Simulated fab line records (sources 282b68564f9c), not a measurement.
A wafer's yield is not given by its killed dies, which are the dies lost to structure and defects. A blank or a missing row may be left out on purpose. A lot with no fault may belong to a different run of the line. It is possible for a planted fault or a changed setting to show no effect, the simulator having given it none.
Which tool is to blame? | flow rit cmos | Sampling: 14 lots, 42 wafers, 2 of 202 route steps

== WHAT EACH GAUGE READ, for each wafer ==
Not one reading of a measure or inspect step in the record can be checked against a usual standard deviation.

== TOOL THAT RAN EACH LOT (tool first, then ch and the chambers of the sampled wafers, then the start) ==
lot  | RIT_GATE_SOFTBAKE_12             | RIT_M1_PROBE_99
L257 | litho track-03 ch 0, day 2 11:28 | -
L258 | litho track-03 ch 0, day 2 16:31 | -
L259 | litho track-04 ch 0, day 2 22:01 | -
L260 | litho track-04 ch 0, day 3 04:38 | -
L261 | litho track-01 ch 0, day 3 11:07 | -
L263 | litho track-03 ch 0, day 3 17:00 | -
L264 | litho track-04 ch 0, day 3 23:44 | -
L269 | litho track-01 ch 0, day 5 02:02 | -
L271 | litho track-04 ch 0, day 5 09:59 | -
L272 | litho track-04 ch 0, day 5 16:04 | -
L276 | litho track-03 ch 0, day 6 14:17 | -
L277 | litho track-01 ch 0, day 6 19:14 | prober-01, day 7 17:55
L278 | litho track-01 ch 0, day 7 00:26 | -
L279 | litho track-01 ch 0, day 7 05:10 | -
- RIT_GATE_SOFTBAKE_12: time 60 s.
- RIT_M1_PROBE_99

== WHAT THE TOOLS THEMSELVES READ (means of the sampled wafers that have a number; where no wafer has one, the mark that the record gives instead) ==
RIT_GATE_SOFTBAKE_12. Usual: exhaust pa 45.0 Pa, standard deviation 0.91; heater power total W 34.57 W, standard deviation 0.047; plate temp C 90.02 C, standard deviation 0.12; resist line temp C 23.00 C, standard deviation 0.12.
lot  | tool           | exhaust pa (Pa) | heater power total W (W) | plate temp C (C) | resist line temp C (C) | flag
L257 | litho track-03 | 45.4            | 34.60                    | 90.10            | 22.95                  |
L258 | litho track-03 | 45.4            | 34.53                    | 90.08            | 23.16                  |
L259 | litho track-04 | 46.0            | 34.52                    | 89.94            | 23.04                  |
L260 | litho track-04 | 44.8            | 34.54                    | 90.11            | 22.93                  |
L261 | litho track-01 | 44.3            | 34.53                    | 89.81            | 22.90                  |
L263 | litho track-03 | 44.5            | 34.54                    | 89.91            | 23.00                  |
L264 | litho track-04 | 45.0            | 34.58                    | 89.90            | 23.05                  |
L269 | litho track-01 | 44.7            | 34.53                    | 89.91            | 23.01                  |
L271 | litho track-04 | 45.0            | 35.61                    | 91.86            | 23.12                  | OFF
L272 | litho track-04 | 45.8            | 35.61                    | 91.91            | 23.15                  | OFF
L276 | litho track-03 | 44.0            | 34.57                    | 89.99            | 23.00                  |
L277 | litho track-01 | 45.9            | 34.54                    | 89.95            | 23.04                  |
L278 | litho track-01 | 43.9            | 34.61                    | 90.20            | 22.93                  |
L279 | litho track-01 | 45.1            | 34.57                    | 90.01            | 23.09                  |

RIT_M1_PROBE_99. Usual: killed_at_M0_to_M3 0.0, standard deviation 0.083; killed at contacts 0.1, standard deviation 0.31; killed at front end 6.3, standard deviation 3; killed dies 6.4, standard deviation 3; killed open 3, standard deviation 1.9; killed short 3.4, standard deviation 1.9.
lot  | tool      | killed_at_M0_to_M3 | killed at contacts | killed at front end | killed dies | killed open | killed short | flag
L277 | prober-01 | 0.0                | 0.0                | 8.3                 | 8.3         | 5           | 3.7          |

== THE ANSWER, worked out from the rows above alone ==
Rule: a lot counts as off when the mean over its wafers that have a number is more than 3 standard deviations away from the usual mean. Also off: a lot with no number at a reading for which 4 or more lots have one. Any other lot the step has rows for is counted as sound. The gauges are gone through in route order, then the tools' own readings, and for those a lot's mean is taken as printed above. The first step at which some lot is off is used, and at that step the reading that is off furthest; a lot without a number counts as furthest.
Off: L271, L272 (RIT_GATE_SOFTBAKE_12, heater power total W).
If a tool, at that step or one of the process steps before it, ran each lot that is off and ran no sound lot following the first of them, it fits. One fits: RIT_GATE_SOFTBAKE_12 on litho track-04. Its last sound lot is L264 (day 3 23:44), its first lot that is off L271 (day 5 09:59): a fault that began between those two fits.
The tool's own readings at RIT_GATE_SOFTBAKE_12 bear it out: on the lots that are off they differ by more than 5 times the standard deviation of the sound lots' means. heater power total W reads 35.61 W there against 34.55 W on the sound lots; plate temp C reads 91.88 C there against 89.99 C on the sound lots.

== WHAT WAS PUT IN BY THE SIMULATOR ==
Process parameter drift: litho track-04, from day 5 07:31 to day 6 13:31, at RIT_GATE_SOFTBAKE_12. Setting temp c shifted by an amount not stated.
Struck lots among those shown: L271, L272. Same finding as the rule above.
